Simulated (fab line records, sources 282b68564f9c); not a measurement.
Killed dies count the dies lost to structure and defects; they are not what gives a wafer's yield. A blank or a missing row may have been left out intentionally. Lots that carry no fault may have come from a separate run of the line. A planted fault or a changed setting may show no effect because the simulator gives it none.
fab line records    flow ritCmos
record lots=6  wafers=18  lastDay=7
route steps=202 shown CONTACT@180 M1@184
lots that met no fault: from a run of the same line without faults
startH: the number of hours between the record's first day and the start of the first shown wafer of the lot    waitH: hours from the lot's prior step to this one    " the same as in the row above    L1.1+2: one row covering several wafers at once    - no value present, or no start provided    * or withheld: withheld    < > ~ a bound
route shown NAME@n: a module of which the file shows steps, and the number in the route of the first    usual: the fault-free wafers' mean and standard deviation    same: alike in all rows    chamber/n: place in a boat    sites: per-site readings    _std_site: how widely they spread, as a standard deviation    _edge_site: mean of outer sites minus mean of inner sites    radiusMm: how far each site lies from the wafer's centre    mask NAME#n: copy n    behind: tool/chamber where the wafer was last shaped    hold: why the lot went on hold/how many hours it stayed there/how the hold came to an end    device: names the non-switching transistor (n, p or np)    end of line: the route-end tests of the same wafers    a step given without rows: its recipe and nothing more    killed: the dies lost at the first sort to structure and to defects; this is not the yield of the wafer    map: per-die view of a wafer (x killed, . not killed, _ where there is no die)
set.NAME: the setting that was run; set.NAME@STEP: the one run at that earlier step    model.NAME: the simulator's own value behind a step, which no gauge read
a table for each step, a row for each wafer; lots at some steps of the route
services: a tool's chamber out of use, with start hour (startH, from the record's first day; less than 0 if before it), hours out, and reason
## steps
# step RIT_CONTACT_STRIP_12
# recipe chemistry=O2  timeS=175.2  resist=NOVOLAK  platenTempC=withheld  powerW=500  pressureMtorr=4000  o2FlowSccm=4000
# usual drypumpMotorCurrentA=5.9/0.58
# same timeS=175.2
lot.wafer  tool            chamber  startH  waitH  drypumpMotorCurrentA  rfHoursCounterH
L318.3     plasmaAsher-03  0        72.89   0.2    5.9                   -
L318.4     "               1        "       "      5.5                   -
L318.6     "               1        "       "      5.5                   -
L331.2     plasmaAsher-01  1        151.81  0.1    5.8                   35
L331.4     "               1        "       "      5.8                   -
L331.6     "               0        "       "      6.8                   -
L332.2     plasmaAsher-01  0        161.28  0.1    6.8                   36
L332.4     "               1        "       "      5.7                   -
L332.5     "               0        "       "      6.8                   -
L333.1     plasmaAsher-03  0        161.52  0.1    5.9                   5
L333.4     "               0        "       "      5.8                   -
L333.6     "               1        "       "      5.5                   -
L334.2     plasmaAsher-01  1        161.71  0.1    5.8                   37
L334.3     "               1        "       "      5.7                   -
L334.5     "               0        "       "      6.8                   -
L337.1     plasmaAsher-04  0        172.98  0.1    6.6                   52
L337.5     "               0        "       "      6.5                   -
L337.6     "               1        "       "      5.0                   -
# step RIT_CONTACT_CD_MEAS_90
# recipe targetCdNm=1000
# usual cdNm=1000.0/2.2
lot.wafer  tool      chamber  startH  waitH  cdNm
L318.3     cdSem-02  -        73.05   0.1    1000.3
L318.4     "         -        "       "      1002.9
L318.6     "         -        "       "      1001.2
L331.2     cdSem-02  -        152.01  0.1    999.5
L331.4     "         -        "       "      1001.9
L331.6     "         -        "       "      999.6
L332.2     cdSem-01  -        161.48  0.1    998.7
L332.4     "         -        "       "      996.9
L332.5     "         -        "       "      995.0
L333.1     cdSem-01  -        161.69  0.1    997.9
L333.4     "         -        "       "      998.9
L333.6     "         -        "       "      999.8
L334.2     cdSem-02  -        161.91  0.1    999.3
L334.3     "         -        "       "      999.2
L334.5     "         -        "       "      1000.6
L337.1     cdSem-01  -        173.15  0.1    1000.1
L337.5     "         -        "       "      1002.2
L337.6     "         -        "       "      1000.0
# step RIT_CONTACT_CLEAN_13
# recipe chemistry=SC1  mix=3:3:50  timeS=600  tempC=75
# step RIT_CONTACT_CLEAN_14
# recipe chemistry=SC2  mix=3:3:50  timeS=600  tempC=75  dry=n2Spin
# step RIT_M1_SPUTTER_00
# recipe material=Al  targetThkNm=400  powerW=2000  chamberPressurePa=0.4  gas=Ar  timeS=500  substrateTempC=25
# usual throttleValvePct=29.8/0.9
# same timeS=500
lot.wafer  tool           chamber  startH  waitH  throttleValvePct
L318.3     pvdSputter-01  -        73.50   0.0    28.7
L318.4     "              -        "       "      31.3
L318.6     "              -        "       "      28.6
L331.2     pvdSputter-03  -        152.47  0.0    29.9
L331.4     "              -        "       "      31.4
L331.6     "              -        "       "      29.3
L332.2     pvdSputter-01  -        161.93  0.0    31.6
L332.4     "              -        "       "      28.9
L332.5     "              -        "       "      28.6
L334.2     pvdSputter-04  -        162.44  0.0    30.1
L334.3     "              -        "       "      30.7
L334.5     "              -        "       "      29.7
L333.1     pvdSputter-03  -        162.47  0.0    30.3
L333.4     "              -        "       "      28.9
L333.6     "              -        "       "      30.5
L337.1     pvdSputter-03  -        173.62  0.0    28.9
L337.5     "              -        "       "      30.1
L337.6     "              -        "       "      30.3
# step RIT_M1_RS_MEAS_01
# recipe thkMeasGauge=four-point-probe  reads=Al_of_M1_SPUTTER_00
# usual M1_AL_RS=0.0734/0.00087
lot.wafer  tool          chamber  startH  waitH  M1_AL_RS[ohm/sq]
L318.3     filmMetro-04  -        73.83   0.2    0.0723
L318.4     "             -        "       "      0.0734
L318.6     "             -        "       "      0.0722
L331.2     filmMetro-01  -        152.79  0.2    0.0737
L331.4     "             -        "       "      0.0747
L331.6     "             -        "       "      0.0754
L332.2     filmMetro-02  -        162.24  0.2    0.0739
L332.4     "             -        "       "      0.0735
L332.5     "             -        "       "      0.0727
L334.2     filmMetro-04  -        162.75  0.2    0.0717
L334.3     "             -        "       "      0.0730
L334.5     "             -        "       "      0.0722
L333.1     filmMetro-01  -        162.76  0.1    0.0737
L333.4     "             -        "       "      0.0751
L333.6     "             -        "       "      0.0744
L337.1     filmMetro-02  -        173.92  0.1    0.0748
L337.5     "             -        "       "      0.0736
L337.6     "             -        "       "      0.0743
# step RIT_M1_THK_MEAS_02
# recipe thkMeasGauge=xrf  reads=Al_of_M1_SPUTTER_00
# usual M1_AL_THK=392/4.8
lot.wafer  tool          chamber  startH  waitH  M1_AL_THK[nm]
L318.3     filmMetro-04  -        73.93   0.1    396
L318.4     "             -        "       "      390
L318.6     "             -        "       "      398
L331.2     filmMetro-01  -        152.90  0.1    388
L331.4     "             -        "       "      381
L331.6     "             -        "       "      381
L332.2     filmMetro-02  -        162.35  0.1    388
L332.4     "             -        "       "      393
L332.5     "             -        "       "      396
L334.2     filmMetro-04  -        162.86  0.1    403
L334.3     "             -        "       "      392
L334.5     "             -        "       "      399
L333.1     filmMetro-01  -        162.88  0.1    388
L333.4     "             -        "       "      382
L333.6     "             -        "       "      386
L337.1     filmMetro-02  -        174.04  0.1    386
L337.5     "             -        "       "      394
L337.6     "             -        "       "      389
# step RIT_M1_HMDS_03
# recipe primeTimeS=60  primeTempC=140
# step RIT_M1_COAT_04
# recipe resist=NOVOLAK  spinRpm=2000  resistThkNm=1300
# step RIT_M1_SOFTBAKE_05
# recipe resist=NOVOLAK  tempC=90  timeS=60
# step RIT_M1_EXPOSE_06
# recipe maskId=M12  na=0.6  sourceShape=conventional  sigmaOuter=0.5  targetCdNm=2600  doseMj=250
# step RIT_M1_PEB_07
# recipe resist=NOVOLAK  tempC=withheld  timeS=withheld
# step RIT_M1_DEVELOP_08
# recipe resist=NOVOLAK  developTimeS=68  devTempC=23
# usual chillPlateTempC=23.00/0.11
lot.wafer  tool           chamber  startH  waitH  chillPlateTempC
L318.3     lithoTrack-03  0        74      -      22.84
L318.4     "              0        "       "      23.00
L318.6     "              0        "       "      23.03
L331.2     lithoTrack-04  0        153     -      23.01
L331.4     "              0        "       "      23.11
L331.6     "              0        "       "      23.34
L332.2     lithoTrack-03  0        163     -      23.01
L332.4     "              0        "       "      23.00
L332.5     "              0        "       "      23.05
L334.2     lithoTrack-03  0        163     -      23.08
L334.3     "              0        "       "      23.12
L334.5     "              0        164     -      23.06
L333.1     lithoTrack-04  0        163     -      22.88
L333.4     "              0        164     -      22.83
L333.6     "              0        "       "      22.99
L337.1     lithoTrack-02  0        174     -      22.94
L337.5     "              0        "       "      23.30
L337.6     "              0        175     -      22.98
# step RIT_M1_CD_MEAS_09
# recipe targetCdNm=2600
# usual cdNm=2600.0/2.5
lot.wafer  tool      chamber  startH  waitH  cdNm
L318.3     cdSem-02  -        74.89   -      2596.7
L318.4     "         -        "       "      2597.0
L318.6     "         -        "       "      2599.3
L331.2     cdSem-02  -        153.85  -      2597.1
L331.4     "         -        "       "      2597.1
L331.6     "         -        "       "      2598.5
L332.2     cdSem-01  -        163.78  -      2579.4
L332.4     "         -        "       "      2578.8
L332.5     "         -        "       "      2580.5
L334.2     cdSem-02  -        164.10  -      2578.7
L334.3     "         -        "       "      2577.1
L334.5     "         -        "       "      2579.0
L333.1     cdSem-01  -        164.12  -      2598.9
L333.4     "         -        "       "      2599.0
L333.6     "         -        "       "      2600.3
L337.1     cdSem-02  -        175.05  -      2601.5
L337.5     "         -        "       "      2601.9
L337.6     "         -        "       "      2602.0
# step RIT_M1_OVL_MEAS_10
# usual M1_OVL=0.0/1.1
lot.wafer  tool        chamber  startH  waitH  M1_OVL[nm]
L318.3     overlay-01  -        74.98   0.1    0.0
L318.4     "           -        "       "      -0.5
L318.6     "           -        "       "      1.0
L331.2     overlay-02  -        153.95  0.1    -1.2
L331.4     "           -        "       "      -0.9
L331.6     "           -        "       "      1.0
L332.2     overlay-02  -        163.89  0.1    -0.7
L332.4     "           -        "       "      -0.3
L332.5     "           -        "       "      -2.3
L334.2     overlay-01  -        164.20  0.1    1.9
L334.3     "           -        "       "      -0.8
L334.5     "           -        "       "      -0.1
L333.1     overlay-02  -        164.24  0.1    -2.1
L333.4     "           -        "       "      1.0
L333.6     "           -        "       "      -0.8
L337.1     overlay-02  -        175.17  0.1    1.3
L337.5     "           -        "       "      0.5
L337.6     "           -        "       "      -1.1
# step RIT_M1_HARDBAKE_11
# recipe resist=NOVOLAK  tempC=140  timeS=120
# step RIT_M1_METAL_ETCH_12
# recipe stopOn=SiO2  chemistry=Cl2/BCl3  target=Al  timeS=165  overEtchFrac=0.5  pressureMtorr=100  targetDepthA=6000  rfW=244.4  Cl2_flow_sccm=60  bcl3FlowSccm=50
# usual drypumpMotorCurrentA=5.9/0.32  oesProductAu=0.767/0.0099  throttleValvePct=8.32/0.045
# same timeS=165
lot.wafer  tool         chamber  startH  waitH  drypumpMotorCurrentA  oesProductAu  rfHoursCounterH  throttleValvePct  model.M1.cdNm
L318.3     rieMetal-04  1        75.31   0.2    5.9                   0.773         -                8.31              2595
L318.4     "            0        "       "      5.5                   0.770         -                8.40              2599
L318.6     "            0        "       "      5.5                   0.774         -                8.39              2602
L331.2     rieMetal-03  1        154.23  0.2    5.5                   0.763         4                8.28              2596
L331.4     "            1        "       "      5.5                   0.767         -                8.27              2596
L331.6     "            1        "       "      5.5                   0.754         -                8.27              2596
L332.2     rieMetal-04  0        164.33  0.2    5.5                   0.778         0                8.40              2577
L332.4     "            1        "       "      5.9                   0.766         -                8.33              2577
L332.5     "            1        "       "      5.9                   0.764         -                8.34              2579
L334.2     rieMetal-01  0        164.58  0.2    6.4                   0.755         4                8.29              2579
L334.3     "            0        "       "      6.4                   0.755         -                8.29              2578
L334.5     "            0        "       "      6.4                   0.763         -                8.28              2579
L333.1     rieMetal-03  1        164.59  0.2    5.5                   0.757         4                8.29              2599
L333.4     "            0        "       "      5.7                   0.770         -                8.39              2601
L333.6     "            1        "       "      5.5                   0.767         -                8.28              2600
L337.1     rieMetal-03  1        175.45  0.2    5.5                   0.765         5                8.27              2601
L337.5     "            1        "       "      5.5                   0.768         -                8.28              2602
L337.6     "            0        "       "      5.7                   0.765         -                8.37              2606
# step RIT_M1_STRIP_13
# recipe chemistry=nmp  resist=NOVOLAK  tempC=80  timeS=600  dry=n2Spin
# step RIT_M1_PROBE_99
# usual defectLimitedYield=97.3/1.1  killedAtContacts=0.1/0.28  killedAtFrontEnd=7.1/2.8  killedDies=7.1/2.9  killedOpen=3.4/2  killedShort=3.6/2.1  sort_bin_3_pad_short=0.1/0.21  sort_bin_5_function=1.5/0.85  sort_bin_6_memory=1.0/0.65  sortNPass=256.9/2.9  sortYieldPct=97.3/1.1
# same grossDies=264  killed_at_M0_to_M3=0  killed_at_M4_up=0  killedAtBackSide=0  killedAtOther=0
lot.wafer  tool       chamber  startH  waitH  defectLimitedYield[%]  killedAtContacts  killedAtFrontEnd  killedDies  killedOpen  killedShort  sort_bin_3_pad_short[%]  sort_bin_5_function[%]  sort_bin_6_memory[%]  sortNPass  sortYieldPct[%]  model.etest.m1.widthNm
L318.3     prober-02  -        77.70   0.2    95.5                   1                 11                12          4           8            0.8                      2.7                     1.1                   252.0      95.5             2601
L318.4     prober-02  -        77.75   0.2    96.6                   0                 9                 9           3           6            0                        2.7                     0.8                   255.0      96.6             2600
L318.6     prober-02  -        77.85   0.2    96.2                   0                 10                10          6           4            0                        3.0                     0.8                   254.0      96.2             2599
L331.2     prober-01  -        156.55  0.1    97.0                   0                 8                 8           4           3            0.4                      1.1                     1.5                   256.0      97.0             2596
L331.4     prober-01  -        156.65  0.2    97.7                   0                 6                 6           3           3            0                        1.5                     0.8                   258.0      97.7             2592
L331.6     prober-01  -        156.75  0.2    97.3                   0                 7                 7           3           4            0                        1.1                     1.5                   257.0      97.3             2595
L332.2     prober-02  -        166.65  0.1    97.3                   0                 7                 7           2           5            0.8                      1.1                     0.8                   257.0      97.3             2576
L332.4     prober-02  -        166.75  0.2    97.0                   0                 8                 8           5           3            0                        1.5                     1.5                   256.0      97.0             2574
L332.5     prober-02  -        166.80  0.2    97.3                   0                 7                 7           3           4            0.4                      1.1                     1.1                   257.0      97.3             2580
L333.1     prober-02  -        168.10  0.1    98.9                   0                 3                 3           1           2            0                        0                       1.1                   261.0      98.9             2602
L333.4     prober-02  -        168.25  0.2    96.2                   0                 10                10          5           5            1.1                      1.9                     0.8                   254.0      96.2             2601
L333.6     prober-02  -        168.35  0.2    96.6                   0                 9                 9           3           6            0                        2.3                     1.1                   255.0      96.6             2597
L334.2     prober-01  -        168.15  0.1    98.5                   0                 4                 4           1           3            0.4                      0.4                     0.8                   260.0      98.5             2582
L334.3     prober-01  -        168.20  0.2    97.0                   0                 8                 8           4           4            0                        1.5                     1.5                   256.0      97.0             2574
L334.5     prober-01  -        168.30  0.2    96.2                   0                 10                10          2           8            0.8                      1.9                     1.1                   254.0      96.2             2583
L337.1     prober-01  -        178.95  0.1    95.1                   0                 13                13          11          2            0                        2.7                     2.3                   251.0      95.1             2603
L337.5     prober-01  -        179.15  0.2    96.6                   0                 9                 9           2           7            0                        1.5                     1.9                   255.0      96.6             2600
L337.6     prober-01  -        179.20  0.2    98.9                   0                 3                 3           0           3            0.4                      0                       0.8                   261.0      98.9             2605
# killed by level:class
L318.3 REOX:geometricParticle:short=2 SPACER:geometricParticle:open=2 SPACER:geometricParticle:short=2 FOX1:geometricParticle:short=1 FOX2:geometricParticle:short=1 GATE:geometricParticle:short=1 SILICIDE:geometricParticle:open=1 SILICIDE:geometricParticle:short=1
L318.4 GATE:geometricParticle:open=3 GATE:geometricParticle:short=2 SPACER:geometricParticle:short=2 REOX:geometricParticle:short=1 SILICIDE:geometricParticle:short=1
L318.6 GATE:geometricParticle:open=2 SPACER:geometricParticle:open=2 FOX1:geometricParticle:open=1 FOX1:geometricParticle:short=1 FOX2:geometricParticle:short=1 SPACER:geometricParticle:short=1 SILICIDE:geometricParticle:open=1 SILICIDE:geometricParticle:short=1
L331.2 REOX:geometricParticle:open=2 FOX1:geometricParticle:open=1 REOX:geometricParticle:short=1 SPACER:geometricParticle:short=1 SPACER:geometricParticle:open=1 SILICIDE:geometricParticle:short=1 PWELL:coatMicrobubblePrinted=1
L331.4 GATE:geometricParticle:short=3 FOX1:geometricParticle:open=2 GATE:geometricParticle:open=1
L331.6 REOX:geometricParticle:short=2 FOX2:geometricParticle:open=1 GATE:geometricParticle:short=1 GATE:geometricParticle:open=1 SILICIDE:geometricParticle:open=1 SILICIDE:geometricParticle:short=1
L332.2 GATE:geometricParticle:short=3 FOX1:geometricParticle:short=1 GATE:geometricParticle:open=1 REOX:geometricParticle:short=1 SPACER:geometricParticle:open=1
L332.4 GATE:geometricParticle:open=4 GATE:geometricParticle:short=2 FOX2:geometricParticle:short=1 REOX:geometricParticle:open=1
L332.5 FOX1:geometricParticle:short=2 FOX1:geometricParticle:open=1 FOX2:geometricParticle:short=1 FOX2:geometricParticle:open=1 GATE:geometricParticle:short=1 REOX:geometricParticle:open=1
L333.1 FOX2:geometricParticle:short=2 FOX2:geometricParticle:open=1
L334.2 GATE:geometricParticle:short=2 GATE:geometricParticle:open=1 SPACER:geometricParticle:short=1
L334.3 GATE:geometricParticle:short=3 FOX1:geometricParticle:short=1 FOX2:geometricParticle:open=1 GATE:geometricParticle:open=1 REOX:geometricParticle:open=1 SILICIDE:geometricParticle:open=1
L333.4 GATE:geometricParticle:open=4 GATE:geometricParticle:short=2 FOX1:geometricParticle:short=1 REOX:geometricParticle:open=1 SPACER:geometricParticle:short=1 SILICIDE:geometricParticle:short=1
L334.5 GATE:geometricParticle:short=4 FOX1:geometricParticle:short=1 FOX2:geometricParticle:short=1 GATE:geometricParticle:open=1 SPACER:geometricParticle:open=1 SPACER:geometricParticle:short=1 SILICIDE:geometricParticle:short=1
L333.6 GATE:geometricParticle:short=3 GATE:geometricParticle:open=2 FOX1:geometricParticle:short=1 FOX2:geometricParticle:short=1 REOX:geometricParticle:open=1 REOX:geometricParticle:short=1
L337.1 FOX1:geometricParticle:open=4 SPACER:geometricParticle:open=4 GATE:geometricParticle:open=2 FOX1:geometricParticle:short=1 SILICIDE:geometricParticle:short=1 SILICIDE:geometricParticle:open=1
L337.5 FOX1:geometricParticle:short=2 SPACER:geometricParticle:short=2 FOX2:geometricParticle:open=1 FOX2:geometricParticle:short=1 GATE:geometricParticle:short=1 SPACER:geometricParticle:open=1 SILICIDE:geometricParticle:short=1
L337.6 GATE:geometricParticle:short=2 FOX1:geometricParticle:short=1
## services
tool            chamber  startH  hours  kind
pvdSputter-01   -        53.49   0.6    repair
rieMetal-03     -        61.91   0.9    repair
pvdSputter-01   -        66.17   3.1    repair
rieMetal-01     -        66.62   2.4    repair
rieMetal-03     -        67.29   2.8    pm
plasmaAsher-03  -        67.92   1.6    repair
pvdSputter-03   -        92.52   4.0    repair
plasmaAsher-03  -        108.75  9.0    pm
plasmaAsher-03  0        108.75  9.0    ventCycle
plasmaAsher-03  1        108.75  9.0    ventCycle
plasmaAsher-03  0        117.75  -      clean
plasmaAsher-03  1        117.75  -      clean
plasmaAsher-04  -        125.04  1.7    repair
rieMetal-01     -        125.65  0.6    repair
pvdSputter-04   -        131.29  7.4    repair
plasmaAsher-01  -        132.82  4.3    pm
pvdSputter-03   -        134.70  8.4    repair
rieMetal-04     -        136.12  20.0   pm
rieMetal-04     0        136.12  20.0   ventCycle
rieMetal-04     1        136.12  20.0   ventCycle
rieMetal-04     0        156.12  -      clean
rieMetal-01     -        162.14  0.7    repair
pvdSputter-04   -        164.57  4.8    repair
rieMetal-03     -        166.53  1.4    pm
## key
firstSign step=RIT_M1_CD_MEAS_09  reading=cdNm  direction=down  sigmas=8.5  usual=2600.0  struck=2578.9
effect none on later readings
modelEffect step=RIT_M1_METAL_ETCH_12  value=M1.cdNm  without=2596  struck=2578
modelEffect step=RIT_M1_PROBE_99  value=etest.m1.widthNm  without=2597  struck=2578
metAt RIT_M1_DEVELOP_08
struckWafers L332.2,L332.4,L332.5,L334.2,L334.3,L334.5
onsetBetween 74 163
alsoFits RIT_CONTACT_STRIP_12:plasmaAsher-01
fault kind=processParameterDrift  tool=lithoTrack-03  chamber=-  onsetH=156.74  steps=RIT_M1_DEVELOP_08  channel=developTimeS  offset=*  shape=step  endH=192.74  actsIn=*  stated=*
